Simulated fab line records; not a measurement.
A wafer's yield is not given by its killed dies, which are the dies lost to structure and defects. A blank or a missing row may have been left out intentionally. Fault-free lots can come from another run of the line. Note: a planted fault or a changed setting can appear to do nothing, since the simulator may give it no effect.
fab line records -- flow rit-cmos
record: lots: 6, wafers: 18, last-day: 7
route steps=202 shown SPACER@127 NSD@131 PSD@142 SDANNEAL@153 PLDD@159 M1@202
lots with no fault: from the same line, run without faults
start-h: hours from the record's opening day to when the first of the lot's shown wafers began -- wait-h: hours elapsed since this lot's preceding step -- " the same as in the row above -- L1.1+2: a row that stands for several wafers -- - value missing, or start not given -- * or withheld: withheld -- < > ~ a bound
route shown NAME@n: a module of which the file shows steps, and the number in the route of the first -- usual: mean/standard deviation of fault-free wafers -- same: alike in all rows -- chamber/n: place in a boat -- sites: readings site by site -- _std_site: standard deviation of those values -- _edge_site: the outer-site mean with the inner-site mean subtracted -- radius-mm: for every site, how far away it sits from the centre of the wafer -- mask NAME#n: copy n -- behind: the tool/chamber that last shaped the wafer -- hold: what put the lot on hold/how long, in hours/how the hold closed -- device: which transistor (n, p or np) failed to switch -- end of line: tests of these same wafers at the route's end -- for a step that has no rows: nothing shown but its recipe -- killed: dies lost to structure and defects at the first sort, not the wafer's yield -- map: per-die view of a wafer (x killed, . not killed, _ where there is no die)
set.NAME: the run value of the setting; set.NAME@STEP: its run value at that earlier step -- model.NAME: the simulator's own value behind a step, which no gauge read
certain route steps with their lots: each step a table, each wafer a row
services: the hour from which a tool's chamber was out of use, counted from the record's first day as start-h (under 0 if before that day), plus the number of hours and why
== steps ==
step: RIT_SPACER_CLEAN_02
recipe: chemistry: SC2, mix: 3:3:50, time-s: 600, temp-c: 75, dry: n2-spin
step: RIT_SPACER_CVD_03
recipe: material: Si3N4, target-thk-nm: 250, temp-c: 810, precursor: SiH2Cl2/NH3, time-s: 3300, pressure-mtorr: 300, sih2cl2-flow-sccm: 60, nh3-flow-sccm: 150
step: RIT_SPACER_THK_MEAS_04
recipe: reads: Si3N4_of_SPACER_CVD_03
usual: SPACER_NITRIDE_THK: 249.3/2.4
lot.wafer,tool,chamber,start-h,wait-h,SPACER_NITRIDE_THK[nm]
L353.3,film-metro-03,-,55.37,0.0,252.6
L353.4,film-metro-03,-,55.37,0.0,249.5
L353.5,film-metro-03,-,55.37,0.0,247.6
L356.2,film-metro-03,-,65.67,0.0,251.5
L356.5,film-metro-03,-,65.67,0.0,251.9
L356.6,film-metro-03,-,65.67,0.0,251.2
L357.1,film-metro-02,-,70.90,0.0,253.2
L357.5,film-metro-02,-,70.90,0.0,254.3
L357.6,film-metro-02,-,70.90,0.0,252.1
L366.2,film-metro-04,-,118.12,0.0,250.2
L366.4,film-metro-04,-,118.12,0.0,250.9
L366.5,film-metro-04,-,118.12,0.0,252.0
L367.2,film-metro-02,-,121.02,0.0,245.7
L367.3,film-metro-02,-,121.02,0.0,246.8
L367.5,film-metro-02,-,121.02,0.0,245.3
L374.1,film-metro-02,-,156.48,0.0,252.3
L374.3,film-metro-02,-,156.48,0.0,248.9
L374.6,film-metro-02,-,156.48,0.0,250.9
step: RIT_SPACER_ETCHBACK_05
recipe: target-depth-a: 2500, SF6_flow_sccm: 30, CHF3_flow_sccm: 30, target: Si3N4, chemistry: SF6/CHF3, pressure-mtorr: 40, rf-w: 241.3, time-s: 240, stop-on: SiO2
usual: chamber-pressure-mTorr: 40.00/0.034, drypump-motor-current-A: 5.8/0.44, oes-product-au: 0.840/0.013, throttle-valve-pct: 10.29/0.17
lot.wafer,tool,chamber,start-h,wait-h,chamber-pressure-mTorr,drypump-motor-current-A,oes-product-au,rf-hours-counter-h,throttle-valve-pct
L353.3,rie-diel-01,2,55.41,0.0,40.01,6.2,0.869,52,10.19
L353.4,rie-diel-01,2,55.41,0.0,39.98,6.2,0.873,-,10.17
L353.5,rie-diel-01,0,55.41,0.0,40.00,6.1,0.843,-,10.11
L356.2,rie-diel-01,3,65.72,0.0,39.96,5.5,0.834,4,10.28
L356.5,rie-diel-01,3,65.72,0.0,39.94,5.5,0.858,-,10.25
L356.6,rie-diel-01,0,65.72,0.0,40.01,6.1,0.848,-,10.12
L357.1,rie-diel-04,2,70.96,0.1,39.97,5.4,0.847,6,10.55
L357.5,rie-diel-04,2,70.96,0.1,39.96,5.3,0.854,-,10.57
L357.6,rie-diel-04,0,70.96,0.1,40.04,6.3,0.845,-,10.07
L366.2,rie-diel-04,2,118.17,0.0,40.07,5.3,0.844,7,10.57
L366.4,rie-diel-04,2,118.17,0.0,39.97,5.3,0.840,-,10.55
L366.5,rie-diel-04,1,118.17,0.0,39.98,6.1,0.849,-,10.03
L367.2,rie-diel-04,0,121.07,0.0,39.94,6.3,0.825,104,10.05
L367.3,rie-diel-04,1,121.07,0.0,40.00,6.1,0.845,44,10.02
L367.5,rie-diel-04,0,121.07,0.0,40.02,6.3,0.835,-,10.04
L374.1,rie-diel-01,3,156.54,0.1,40.02,5.5,0.839,6,10.26
L374.3,rie-diel-01,1,156.54,0.1,40.02,5.8,0.831,2,10.31
L374.6,rie-diel-01,2,156.54,0.1,39.96,6.2,0.861,-,10.17
step: RIT_NSD_HMDS_00
recipe: prime-time-s: 60, prime-temp-c: 140
step: RIT_NSD_COAT_01
recipe: resist: NOVOLAK, spin-rpm: 3250, resist-thk-nm: 1000
step: RIT_NSD_SOFTBAKE_02
recipe: resist: NOVOLAK, temp-c: 90, time-s: 60
step: RIT_NSD_EXPOSE_03
recipe: mask-id: M9, na: 0.57, target-cd-nm: 40700, dose-mj: 250
step: RIT_NSD_PEB_04
recipe: resist: NOVOLAK, temp-c: withheld, time-s: withheld
step: RIT_NSD_DEVELOP_05
recipe: resist: NOVOLAK, develop-time-s: 50, dev-temp-c: 23
step: RIT_NSD_OVL_MEAS_06
usual: NSD_OVL: 1.3/1.2
lot.wafer,tool,chamber,start-h,wait-h,NSD_OVL[nm]
L353.3,overlay-01,-,56.42,-,1.1
L353.4,overlay-01,-,56.42,-,2.1
L353.5,overlay-01,-,56.42,-,2.0
L356.2,overlay-02,-,66.89,-,0.9
L356.5,overlay-02,-,66.89,-,2.6
L356.6,overlay-02,-,66.89,-,2.8
L357.1,overlay-02,-,72.13,-,0.5
L357.5,overlay-02,-,72.13,-,-1.2
L357.6,overlay-02,-,72.13,-,2.1
L366.2,overlay-01,-,119.34,-,2.5
L366.4,overlay-01,-,119.34,-,3.2
L366.5,overlay-01,-,119.34,-,3.9
L367.2,overlay-01,-,122.20,-,-0.2
L367.3,overlay-01,-,122.20,-,0.7
L367.5,overlay-01,-,122.20,-,-1.1
L374.1,overlay-02,-,157.88,-,1.8
L374.3,overlay-02,-,157.88,-,2.1
L374.6,overlay-02,-,157.88,-,1.6
step: RIT_NSD_HARDBAKE_07
recipe: resist: NOVOLAK, temp-c: 140, time-s: 60
step: RIT_NSD_IMPLANT_08
recipe: species: P, energy-kev: 25, dose-cm2: 1e+15, tilt-deg: 7
usual: dose-ions-cm2: 1e+15/9.4e+11, faraday-current-uA: 3134/64
lot.wafer,tool,chamber,start-h,wait-h,dose-ions-cm2,faraday-current-uA
L353.3,implanter-01,0,56.64,0.1,9.992e+14,2981
L353.4,implanter-01,0,56.64,0.1,1.0009e+15,3194
L353.5,implanter-01,0,56.64,0.1,9.999e+14,3117
L356.2,implanter-01,0,67.10,0.1,9.752e+14,3160
L356.5,implanter-01,0,67.10,0.1,9.751e+14,2970
L356.6,implanter-01,0,67.10,0.1,9.761e+14,3170
L357.1,implanter-01,0,72.31,0.1,9.761e+14,3072
L357.5,implanter-01,0,72.31,0.1,9.754e+14,2999
L357.6,implanter-01,0,72.31,0.1,9.762e+14,3120
L366.2,implanter-02,0,119.54,0.1,1.0002e+15,3086
L366.4,implanter-02,0,119.54,0.1,1e+15,3151
L366.5,implanter-02,0,119.54,0.1,9.999e+14,3154
L367.2,implanter-04,0,122.41,0.1,9.994e+14,3086
L367.3,implanter-04,0,122.41,0.1,9.993e+14,3148
L367.5,implanter-04,0,122.41,0.1,9.99e+14,3163
L374.1,implanter-01,0,158.07,0.1,1.0008e+15,3076
L374.3,implanter-01,0,158.07,0.1,1.0007e+15,3235
L374.6,implanter-01,0,158.07,0.1,9.999e+14,3163
step: RIT_NSD_STRIP_09
recipe: chemistry: O2, time-s: 180, resist: NOVOLAK, platen-temp-c: withheld, power-w: 500, pressure-mtorr: 4000, o2-flow-sccm: 4000
usual: chamber-pressure-mTorr: 4001/3.8, drypump-motor-current-A: 5.5/0.43, rf-refl-power-W: 6.5/1.8
lot.wafer,tool,chamber,start-h,wait-h,chamber-pressure-mTorr,drypump-motor-current-A,rf-hours-counter-h,rf-refl-power-W
L353.3,plasma-asher-01,0,56.80,0.1,4000,4.7,-,6.2
L353.4,plasma-asher-01,1,56.80,0.1,4000,5.2,-,6.0
L353.5,plasma-asher-01,1,56.80,0.1,3998,5.2,-,6.2
L356.2,plasma-asher-01,0,67.22,0.1,4004,4.7,42,5.9
L356.5,plasma-asher-01,1,67.22,0.1,3994,5.1,-,5.6
L356.6,plasma-asher-01,0,67.22,0.1,3997,4.6,-,5.9
L357.1,plasma-asher-01,1,72.46,0.1,4004,5.2,43,5.9
L357.5,plasma-asher-01,0,72.46,0.1,4003,4.7,-,5.7
L357.6,plasma-asher-01,1,72.46,0.1,3999,5.2,-,5.7
L366.2,plasma-asher-03,0,119.67,0.1,4006,6.0,46,9.0
L366.4,plasma-asher-03,0,119.67,0.1,3996,6.0,-,9.2
L366.5,plasma-asher-03,1,119.67,0.1,4003,5.9,-,6.5
L367.2,plasma-asher-04,1,122.53,0.1,3999,5.8,33,3.6
L367.3,plasma-asher-04,0,122.53,0.1,4000,5.3,-,5.5
L367.5,plasma-asher-04,0,122.53,0.1,4001,5.3,-,5.5
L374.1,plasma-asher-04,1,158.22,0.1,4001,5.7,37,3.8
L374.3,plasma-asher-04,0,158.22,0.1,4001,5.3,-,5.5
L374.6,plasma-asher-04,1,158.22,0.1,4002,5.8,-,3.7
step: RIT_NSD_TW_MEAS_10
usual: NSD_TW: 3135/14
lot.wafer,tool,chamber,start-h,wait-h,NSD_TW
L353.3,film-metro-01,-,56.94,0.1,3138
L353.4,film-metro-01,-,56.94,0.1,3122
L353.5,film-metro-01,-,56.94,0.1,3129
L356.2,film-metro-04,-,67.41,0.1,3095
L356.5,film-metro-04,-,67.41,0.1,3097
L356.6,film-metro-04,-,67.41,0.1,3105
L357.1,film-metro-04,-,72.64,0.1,3099
L357.5,film-metro-04,-,72.64,0.1,3103
L357.6,film-metro-04,-,72.64,0.1,3105
L366.2,film-metro-01,-,119.85,0.1,3125
L366.4,film-metro-01,-,119.85,0.1,3133
L366.5,film-metro-01,-,119.85,0.1,3118
L367.2,film-metro-01,-,122.72,0.1,3162
L367.3,film-metro-01,-,122.72,0.1,3147
L367.5,film-metro-01,-,122.72,0.1,3149
L374.1,film-metro-03,-,158.39,0.1,3144
L374.3,film-metro-03,-,158.39,0.1,3139
L374.6,film-metro-03,-,158.39,0.1,3139
step: RIT_PSD_HMDS_00
recipe: prime-time-s: 60, prime-temp-c: 139.6
step: RIT_PSD_COAT_01
recipe: resist: NOVOLAK, spin-rpm: 3250, resist-thk-nm: 1000
step: RIT_PSD_SOFTBAKE_02
recipe: resist: NOVOLAK, temp-c: 90, time-s: 60
step: RIT_PSD_EXPOSE_03
recipe: mask-id: M10, na: 0.57, target-cd-nm: 40900, dose-mj: 250
step: RIT_PSD_PEB_04
recipe: resist: NOVOLAK, temp-c: withheld, time-s: withheld
step: RIT_PSD_DEVELOP_05
recipe: resist: NOVOLAK, develop-time-s: 50, dev-temp-c: 23
step: RIT_PSD_OVL_MEAS_06
usual: PSD_OVL: -1.3/1.3
lot.wafer,tool,chamber,start-h,wait-h,PSD_OVL[nm]
L353.3,overlay-01,-,57.84,-,0.4
L353.4,overlay-01,-,57.84,-,0.2
L353.5,overlay-01,-,57.84,-,-0.1
L356.2,overlay-02,-,68.44,-,-0.8
L356.5,overlay-02,-,68.44,-,-2.0
L356.6,overlay-02,-,68.44,-,-1.9
L357.1,overlay-01,-,73.55,-,-0.9
L357.5,overlay-01,-,73.55,-,-1.5
L357.6,overlay-01,-,73.55,-,-0.1
L366.2,overlay-02,-,120.82,-,-0.4
L366.4,overlay-02,-,120.82,-,-0.8
L366.5,overlay-02,-,120.82,-,-1.7
L367.2,overlay-01,-,123.62,-,-2.3
L367.3,overlay-01,-,123.62,-,-2.6
L367.5,overlay-01,-,123.62,-,-1.2
L374.1,overlay-02,-,159.30,-,-2.1
L374.3,overlay-02,-,159.30,-,-1.7
L374.6,overlay-02,-,159.30,-,-1.1
step: RIT_PSD_HARDBAKE_07
recipe: resist: NOVOLAK, temp-c: 140, time-s: 60
step: RIT_PSD_IMPLANT_08
recipe: species: BF2, energy-kev: 27, dose-cm2: 5e+15, tilt-deg: 7
step: RIT_PSD_STRIP_09
recipe: chemistry: O2, time-s: 180, resist: NOVOLAK, platen-temp-c: withheld, power-w: 500, pressure-mtorr: 4000, o2-flow-sccm: 4000
usual: chamber-pressure-mTorr: 4000/3.9, drypump-motor-current-A: 5.78/0.21, rf-refl-power-W: 6.5/1.7
lot.wafer,tool,chamber,start-h,wait-h,chamber-pressure-mTorr,drypump-motor-current-A,rf-hours-counter-h,rf-refl-power-W
L353.3,plasma-asher-03,1,58.22,0.1,3995,5.82,-,6.5
L353.4,plasma-asher-03,0,58.22,0.1,3998,5.93,-,9.3
L353.5,plasma-asher-03,0,58.22,0.1,3999,5.94,-,9.2
L356.2,plasma-asher-02,1,68.77,0.1,3999,5.84,44,5.9
L356.5,plasma-asher-02,0,68.77,0.1,3993,5.91,-,7.7
L356.6,plasma-asher-02,1,68.77,0.1,4001,5.85,-,5.6
L357.1,plasma-asher-03,0,73.89,0.1,4001,5.94,41,9.0
L357.5,plasma-asher-03,0,73.89,0.1,3999,5.92,-,8.9
L357.6,plasma-asher-03,1,73.89,0.1,3997,5.84,-,6.6
L366.2,plasma-asher-03,1,121.30,0.2,4002,5.83,46,6.7
L366.4,plasma-asher-03,1,121.30,0.2,3999,5.83,-,6.6
L366.5,plasma-asher-03,1,121.30,0.2,3995,5.83,-,6.5
L367.2,plasma-asher-02,1,123.95,0.1,3998,5.85,1,5.6
L367.3,plasma-asher-02,1,123.95,0.1,4001,5.82,-,5.7
L367.5,plasma-asher-02,1,123.95,0.1,3999,5.83,-,5.7
L374.1,plasma-asher-04,0,159.64,0.1,3998,5.31,37,5.6
L374.3,plasma-asher-04,0,159.64,0.1,4005,5.31,-,5.7
L374.6,plasma-asher-04,1,159.64,0.1,4005,5.75,-,3.7
step: RIT_PSD_TW_MEAS_10
usual: PSD_TW: 3439/19
lot.wafer,tool,chamber,start-h,wait-h,PSD_TW
L353.3,film-metro-04,-,58.36,0.1,3424
L353.4,film-metro-04,-,58.36,0.1,3418
L353.5,film-metro-04,-,58.36,0.1,3420
L356.2,film-metro-04,-,68.95,0.1,3409
L356.5,film-metro-04,-,68.95,0.1,3425
L356.6,film-metro-04,-,68.95,0.1,3409
L357.1,film-metro-04,-,74.06,0.1,3399
L357.5,film-metro-04,-,74.06,0.1,3435
L357.6,film-metro-04,-,74.06,0.1,3414
L366.2,film-metro-03,-,121.48,0.1,3444
L366.4,film-metro-03,-,121.48,0.1,3443
L366.5,film-metro-03,-,121.48,0.1,3461
L367.2,film-metro-03,-,124.14,0.1,3439
L367.3,film-metro-03,-,124.14,0.1,3454
L367.5,film-metro-03,-,124.14,0.1,3441
L374.1,film-metro-03,-,159.81,0.1,3474
L374.3,film-metro-03,-,159.81,0.1,3465
L374.6,film-metro-03,-,159.81,0.1,3456
step: RIT_SDANNEAL_CLEAN_00
recipe: chemistry: SC1, mix: 3:3:50, time-s: 600, temp-c: 75
step: RIT_SDANNEAL_CLEAN_01
recipe: chemistry: dHF, dilution: 50:1, time-s: 31.36
step: RIT_SDANNEAL_CLEAN_02
recipe: chemistry: SC2, mix: 3:3:50, time-s: 600, temp-c: 75, dry: n2-spin
step: RIT_SDANNEAL_RTA_03
recipe: temp-c: 1050, time-s: 5, idle-temp-c: 600, ramp-up-c-per-s: 342, ramp-down-c-per-s: 171, cool-to-c: 600, ambient: N2
usual: wafer_temp_C_max: 1053.4/1.1
lot.wafer,tool,chamber,start-h,wait-h,wafer_temp_C_max
L353.3,rtp-anneal-02,0,58.80,0.0,1052.7
L353.4,rtp-anneal-02,0,58.80,0.0,1054.7
L353.5,rtp-anneal-02,0,58.80,0.0,1054.4
L356.2,rtp-anneal-01,0,69.38,0.0,1053.2
L356.5,rtp-anneal-01,0,69.38,0.0,1055.5
L356.6,rtp-anneal-01,0,69.38,0.0,1052.1
L357.1,rtp-anneal-02,0,74.49,0.0,1055.4
L357.5,rtp-anneal-02,0,74.49,0.0,1052.5
L357.6,rtp-anneal-02,0,74.49,0.0,1053.7
L366.2,rtp-anneal-01,0,121.91,0.0,1053.4
L366.4,rtp-anneal-01,0,121.91,0.0,1054.1
L366.5,rtp-anneal-01,0,121.91,0.0,1053.3
L367.2,rtp-anneal-02,0,124.57,0.0,1054.3
L367.3,rtp-anneal-02,0,124.57,0.0,1054.4
L367.5,rtp-anneal-02,0,124.57,0.0,1055.0
L374.1,rtp-anneal-02,0,160.59,0.0,1052.7
L374.3,rtp-anneal-02,0,160.59,0.0,1053.6
L374.6,rtp-anneal-02,0,160.59,0.0,1052.3
step: RIT_SDANNEAL_RS_MEAS_04
recipe: thk-meas-gauge: four-point-probe
usual: PSD_RS: 115.93/0.24
lot.wafer,tool,chamber,start-h,wait-h,PSD_RS[ohm/sq]
L353.3,film-metro-04,-,58.88,0.1,116.32
L353.4,film-metro-04,-,58.88,0.1,116.13
L353.5,film-metro-04,-,58.88,0.1,115.80
L356.2,film-metro-03,-,69.45,0.1,116.01
L356.5,film-metro-03,-,69.45,0.1,116.14
L356.6,film-metro-03,-,69.45,0.1,116.14
L357.1,film-metro-03,-,74.55,0.0,115.49
L357.5,film-metro-03,-,74.55,0.0,116.00
L357.6,film-metro-03,-,74.55,0.0,116.11
L366.2,film-metro-01,-,121.98,0.1,116.19
L366.4,film-metro-01,-,121.98,0.1,115.71
L366.5,film-metro-01,-,121.98,0.1,116.20
L367.2,film-metro-01,-,124.63,0.1,116.24
L367.3,film-metro-01,-,124.63,0.1,116.13
L367.5,film-metro-01,-,124.63,0.1,116.10
L374.1,film-metro-03,-,160.65,0.0,115.30
L374.3,film-metro-03,-,160.65,0.0,115.73
L374.6,film-metro-03,-,160.65,0.0,115.59
step: RIT_SDANNEAL_RS_MEAS_05
recipe: thk-meas-gauge: four-point-probe
usual: NSD_RS: 84.51/0.3
lot.wafer,tool,chamber,start-h,wait-h,NSD_RS[ohm/sq]
L353.3,film-metro-04,-,59.00,0.1,84.61
L353.4,film-metro-04,-,59.00,0.1,84.63
L353.5,film-metro-04,-,59.00,0.1,84.89
L356.2,film-metro-03,-,69.57,0.1,86.09
L356.5,film-metro-03,-,69.57,0.1,86.45
L356.6,film-metro-03,-,69.57,0.1,86.45
L357.1,film-metro-03,-,74.67,0.1,86.28
L357.5,film-metro-03,-,74.67,0.1,86.36
L357.6,film-metro-03,-,74.67,0.1,86.09
L366.2,film-metro-01,-,122.10,0.1,84.91
L366.4,film-metro-01,-,122.10,0.1,84.89
L366.5,film-metro-01,-,122.10,0.1,84.84
L367.2,film-metro-01,-,124.75,0.1,84.25
L367.3,film-metro-01,-,124.75,0.1,84.19
L367.5,film-metro-01,-,124.75,0.1,84.13
L374.1,film-metro-03,-,160.77,0.1,84.13
L374.3,film-metro-03,-,160.77,0.1,84.10
L374.6,film-metro-03,-,160.77,0.1,84.22
step: RIT_SDANNEAL_RS_MEAS_06
recipe: thk-meas-gauge: four-point-probe
usual: PLDD_RS: 178.7/0.49
lot.wafer,tool,chamber,start-h,wait-h,PLDD_RS[ohm/sq]
L353.3,film-metro-04,-,59.12,0.1,178.9
L353.4,film-metro-04,-,59.12,0.1,178.8
L353.5,film-metro-04,-,59.12,0.1,178.7
L356.2,film-metro-03,-,69.69,0.1,178.9
L356.5,film-metro-03,-,69.69,0.1,179.1
L356.6,film-metro-03,-,69.69,0.1,178.9
L357.1,film-metro-03,-,74.79,0.1,178.6
L357.5,film-metro-03,-,74.79,0.1,178.2
L357.6,film-metro-03,-,74.79,0.1,178.3
L366.2,film-metro-01,-,122.22,0.1,179.0
L366.4,film-metro-01,-,122.22,0.1,178.8
L366.5,film-metro-01,-,122.22,0.1,179.0
L367.2,film-metro-01,-,124.87,0.1,178.9
L367.3,film-metro-01,-,124.87,0.1,179.6
L367.5,film-metro-01,-,124.87,0.1,179.1
L374.1,film-metro-03,-,160.89,0.1,178.7
L374.3,film-metro-03,-,160.89,0.1,178.5
L374.6,film-metro-03,-,160.89,0.1,178.8
step: RIT_M1_PROBE_99
usual: killed-at-contacts: 0.0/0.18, killed-at-front-end: 6/3.1, killed-dies: 6/3.1, killed-open: 3.4/1.9, killed-short: 3.1/2
same: gross-dies: 264, killed_at_M0_to_M3: 0, killed_at_M4_up: 0, killed-at-back-side: 0, killed-at-other: 0
lot.wafer,tool,chamber,start-h,wait-h,killed-at-contacts,killed-at-front-end,killed-dies,killed-open,killed-short,model.etest.contact-nplus.end-ohm-um
L353.3,prober-01,-,66.30,0.2,0,5,5,3,2,42.61
L353.4,prober-01,-,66.35,0.2,0,8,8,6,2,42.93
L353.5,prober-01,-,66.40,0.2,0,1,1,1,0,42.23
L356.2,prober-01,-,76.83,0.1,0,3,3,3,0,43.9
L356.5,prober-01,-,76.98,0.2,1,4,5,4,1,45.23
L356.6,prober-01,-,77.03,0.2,0,6,6,3,3,43.84
L357.1,prober-02,-,81.91,0.1,0,5,5,3,2,44.62
L357.5,prober-02,-,82.11,0.2,0,7,7,6,1,43.58
L357.6,prober-02,-,82.16,0.2,0,18,18,10,8,44.01
L366.2,prober-01,-,129.39,0.1,0,4,4,2,2,43.29
L366.4,prober-01,-,129.49,0.2,0,11,11,4,7,42.06
L366.5,prober-01,-,129.54,0.2,0,5,5,2,3,42.63
L367.2,prober-02,-,131.95,0.1,0,7,7,4,3,41.87
L367.3,prober-02,-,132.00,0.2,0,8,8,1,7,40.96
L367.5,prober-02,-,132.10,0.2,0,7,7,4,3,42.97
L374.1,prober-01,-,168.49,0.1,0,7,7,4,3,42.84
L374.3,prober-01,-,168.59,0.2,0,7,7,3,4,42.98
L374.6,prober-01,-,168.74,0.2,0,7,7,3,4,41.81
killed by level:class
L353.3 FOX2:geometric-particle:open=1 GATE:geometric-particle:short=1 GATE:geometric-particle:open=1 REOX:geometric-particle:open=1 SPACER:geometric-particle:short=1
L353.4 GATE:geometric-particle:open=3 ACTIVE:geometric-particle:open=1 GATE:geometric-particle:short=1 REOX:geometric-particle:open=1 SPACER:geometric-particle:short=1 SILICIDE:geometric-particle:open=1
L353.5 GATE:geometric-particle:open=1
L356.2 REOX:geometric-particle:open=2 FOX1:geometric-particle:open=1
L356.5 FOX1:geometric-particle:open=1 GATE:geometric-particle:open=1 REOX:geometric-particle:short=1 SPACER:geometric-particle:open=1 CONTACT:geometric-particle:open=1
L356.6 GATE:geometric-particle:open=2 GATE:geometric-particle:short=2 FOX1:geometric-particle:short=1 REOX:geometric-particle:open=1
L357.1 GATE:geometric-particle:open=2 GATE:geometric-particle:short=2 SPACER:geometric-particle:open=1
L357.5 GATE:geometric-particle:open=3 FOX1:geometric-particle:short=1 FOX1:geometric-particle:open=1 FOX2:geometric-particle:open=1 SPACER:geometric-particle:open=1
L357.6 SPACER:geometric-particle:open=4 GATE:geometric-particle:short=3 GATE:geometric-particle:open=2 REOX:geometric-particle:open=2 SPACER:geometric-particle:short=2 SILICIDE:geometric-particle:short=2 SILICIDE:geometric-particle:open=2 FOX2:geometric-particle:short=1
L366.2 FOX2:geometric-particle:open=2 FOX1:geometric-particle:short=1 REOX:geometric-particle:short=1
L366.4 GATE:geometric-particle:open=3 REOX:geometric-particle:short=3 GATE:geometric-particle:short=2 SILICIDE:geometric-particle:short=2 FOX2:geometric-particle:open=1
L366.5 FOX2:geometric-particle:short=2 GATE:geometric-particle:open=1 REOX:geometric-particle:open=1 REOX:geometric-particle:short=1
L367.2 GATE:geometric-particle:open=2 SPACER:geometric-particle:short=2 GATE:geometric-particle:short=1 REOX:geometric-particle:open=1 SPACER:geometric-particle:open=1
L367.3 GATE:geometric-particle:short=6 GATE:geometric-particle:open=1 SPACER:geometric-particle:short=1
L367.5 GATE:geometric-particle:open=2 SPACER:geometric-particle:short=2 SPACER:geometric-particle:open=2 REOX:geometric-particle:short=1
L374.1 GATE:geometric-particle:short=2 FOX1:geometric-particle:open=1 GATE:geometric-particle:open=1 SPACER:geometric-particle:open=1 SILICIDE:geometric-particle:short=1 SILICIDE:geometric-particle:open=1
L374.3 GATE:geometric-particle:short=4 GATE:geometric-particle:open=3
L374.6 SILICIDE:geometric-particle:short=2 FOX1:geometric-particle:open=1 GATE:geometric-particle:short=1 GATE:geometric-particle:open=1 SPACER:geometric-particle:short=1 SILICIDE:geometric-particle:open=1
== services ==
tool,chamber,start-h,hours,kind
rie-diel-01,1,32.34,2.6,repair
implanter-02,-,44.78,2.9,repair
implanter-01,-,45.25,0.9,repair
rie-diel-04,1,46.52,11.5,repair
implanter-04,-,46.65,1.8,repair
rie-diel-01,1,50.16,-,clean
rie-diel-01,1,50.16,19.1,scheduled-down
rie-diel-01,1,50.16,19.1,vent-cycle
rie-diel-04,1,58.94,12.4,repair
rie-diel-01,-,60.98,4.1,repair
rie-diel-04,3,63.48,12.8,repair
rie-diel-01,-,67.61,0.7,repair
implanter-02,-,73.58,2.8,pm
rie-diel-04,2,78.94,5.8,repair
plasma-asher-02,-,108.75,9.0,pm
rie-diel-04,3,114.91,13.8,repair
rie-diel-04,0,123.08,3.4,repair
implanter-02,-,127.50,3.1,repair
rtp-anneal-01,-,130.25,1.1,pm
implanter-02,-,130.94,1.5,repair
implanter-04,-,133.25,5.1,pm
rie-diel-01,0,146.91,-,clean
rtp-anneal-01,-,152.92,5.1,pm
rie-diel-04,2,154.73,7.5,repair
== key ==
first-sign: step: RIT_NSD_IMPLANT_08, reading: dose-ions-cm2, direction: down, sigmas: 26, usual: 1e+15, struck: 9.757e+14
effect: step: RIT_NSD_TW_MEAS_10, reading: NSD_TW, direction: down, sigmas: 2.5, usual: 3135, struck: 3101
effect: step: RIT_SDANNEAL_RS_MEAS_05, reading: NSD_RS, direction: up, sigmas: 6, usual: 84.51, struck: 86.29
model-effect: step: RIT_M1_PROBE_99, value: etest.contact-nplus.end-ohm-um, without: 42.68, struck: 44.2
met-at RIT_NSD_IMPLANT_08
struck-wafers L356.2,L356.5,L356.6,L357.1,L357.5,L357.6
tester-left-out L356,L357
onset-between 56.64 67.10
fault: kind: process-parameter-drift, tool: implanter-01, chamber: -, onset-h: 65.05, steps: RIT_NSD_IMPLANT_08, channel: dose-cm2, offset: -2.4691e+13, shape: step, end-h: 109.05, acts-in: these-recipes-only, stated: 1e+15
tester-left-out: of these lots the tester's yield and bins aren't shown, on N5 and GAA mostly nor the transistor test; their killed dies are dies lost to structure and defects alone, not to doping, threshold or leakage, so they don't give the yield
